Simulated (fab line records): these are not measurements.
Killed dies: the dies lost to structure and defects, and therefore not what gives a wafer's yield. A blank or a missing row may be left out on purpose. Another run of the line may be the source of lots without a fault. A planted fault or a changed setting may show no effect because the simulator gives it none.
Problem report, 8D (eight disciplines) form, completed by code ; flow ritCmos ; the parts of the form that need people (team, actions taken, sign-off) are left out

1. PROBLEM STATEMENT
Wafers without a fault read 140.02 C, standard deviation 0.13; plateTempC at RIT_M1_HARDBAKE_11 reads a mean of 137.03 C on 6 wafers belonging to 2 lots. Measured from the usual mean, that is -23 standard deviations.
The step: time 120 s.
The first sign was on wafer L241.1 at day 4 03:41, on lithoTrack-01. At this step, 42 wafers from 14 lots have a number in the record. Rule for "out" (also "out of limits"): further than 4 standard deviations from the usual mean. The other wafers with a number count as sound.

2. WHAT THIS IS AND IS NOT
question;is;is not
which readings at this step;plateTempC, heaterPowerTotalW;-
which lots;L241, L247;L237, L238, L239, L243, L250, L251, L252, L256, L257, L258, L259, L260
which wafers of those lots;all that have a number;-
read on which tools;lithoTrack-01;lithoTrack-02, lithoTrack-03
when;from day 4 03:41;"up to then (9 sound wafers); but 27 sound wafers of L243, L250, L251, L252, L256, L257, L258, L259, L260 came after"

3. SUSPECTS, AND WHAT RULES EACH OUT
Counting: any tool at a process step up to the reading is kept as a suspect provided that every lot that is out went through it and no sound lot did after the first of them.
- lithoTrack-01 at RIT_M1_HARDBAKE_11 (time 120 s): kept. All lots that are out passed through it, beginning with L241 at day 4 03:41, and no sound lot followed; its final sound lot before that point was L239 at day 3 17:42. Out on those wafers are its own readings of heaterPowerTotalW, plateTempC.
Left after counting: lithoTrack-01 at RIT_M1_HARDBAKE_11.

4. THE CAUSE (what the simulator had put in)
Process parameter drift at RIT_M1_HARDBAKE_11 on lithoTrack-01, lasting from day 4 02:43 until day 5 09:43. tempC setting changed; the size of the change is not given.
The count eliminated every tool but this one.

5. SEQUENCE OF EFFECTS, ordered by route
Each row: a reading whose mean over the struck wafers that have a number lies more than 3 standard deviations from the usual. Readings are gone through only where the record gives a usual standard deviation; hours: the median, over the lots, of the time from a lot's start at the first step in this table giving one to that lot's start at this step; sigmas: the change measured in usual standard deviations.
hours;step;reading;usual;on struck wafers;change;sigmas
0;RIT_M1_HARDBAKE_11;heaterPowerTotalW;52.04 W;50.64;-1.40;-21
0;RIT_M1_HARDBAKE_11;plateTempC;140.02 C;137.03;-3.00;-23
Process steps it contains:
- RIT_M1_HARDBAKE_11: time 120 s.

6. HOW IT WOULD HAVE BEEN CAUGHT EARLIER
In this record the first reading out of limits was taken at day 4 03:41, 1 hour after the fault began at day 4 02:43.
